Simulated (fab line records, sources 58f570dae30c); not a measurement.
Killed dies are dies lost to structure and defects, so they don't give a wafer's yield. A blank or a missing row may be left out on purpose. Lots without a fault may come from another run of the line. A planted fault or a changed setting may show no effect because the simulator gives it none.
Chamber matching | flow berkeley_cmos170 | UCB170_V2_CMP_02 on cmp-01: 4 sister chambers
The step polishes SiO2. 20 wafers are shown with their chamber, then 10 later ones without.

WAFERS WITH THEIR CHAMBER
wafer  | chamber | motor_current_A (A)
L324.2 | 2       | 17.2
L324.3 | 1       | 17.5
L324.5 | 0       | 17.5
L327.1 | 0       | 17.2
L327.3 | 1       | 18.7
L327.5 | 0       | 17.0
L328.1 | 1       | 19.0
L328.3 | 0       | 18.1
L328.5 | 3       | 14.9
L326.2 | 1       | 19.9
L326.3 | 2       | 16.5
L326.5 | 3       | 14.8
L329.1 | 0       | 17.5
L329.2 | 2       | 16.5
L329.3 | 1       | 19.4
L332.1 | 2       | 15.8
L332.3 | 0       | 18.0
L332.5 | 0       | 17.5
L331.1 | 0       | 18.0
L331.2 | 3       | 14.2

SIGNATURES (means of the wafers above)
reading         | chamber 0 | chamber 1 | chamber 2 | chamber 3 | scatter within a chamber
motor_current_A | 17.600    | 18.900    | 16.500    | 14.633    | 0.594
Rule: a wafer's distance from a chamber is the root of the sum, over the readings, of the square of ((its reading less the chamber's mean) divided by the reading's scatter). The wafer belongs to the nearest chamber; if the next one is less than 2 further off, it can't be placed. The scatter: the root of (the sum of the squares of (reading less its chamber's mean) over the shown wafers, divided by (wafers less chambers)).

WAFERS WITHOUT THEIR CHAMBER
wafer  | motor_current_A (A)
L331.6 | 15.1
L338.1 | 14.2
L338.2 | 17.1
L338.3 | 18.5
L339.1 | 19.4
L339.2 | 16.5
L339.5 | 14.9
L344.1 | 15.8
L344.2 | 15.1
L344.3 | 17.6

WHICH CHAMBER EACH WENT THROUGH
wafer  | from the rows above          | in truth
L331.6 | can't be placed: 3 or 2      | 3
L338.1 | 3                            | 3
L338.2 | can't be placed: 0 or 2      | 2
L338.3 | can't be placed: 1 or 0      | 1
L339.1 | 1                            | 1
L339.2 | can't be placed: 2 or 0      | 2
L339.5 | 3                            | 3
L344.1 | can't be placed: 2 or 3 or 0 | 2
L344.2 | can't be placed: 3 or 2      | 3
L344.3 | can't be placed: 0 or 2      | 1
Placed correctly: 3 of 10. Can't be placed from these rows: 7 (the true chamber is among the candidates in 6). Placed wrongly: 0.
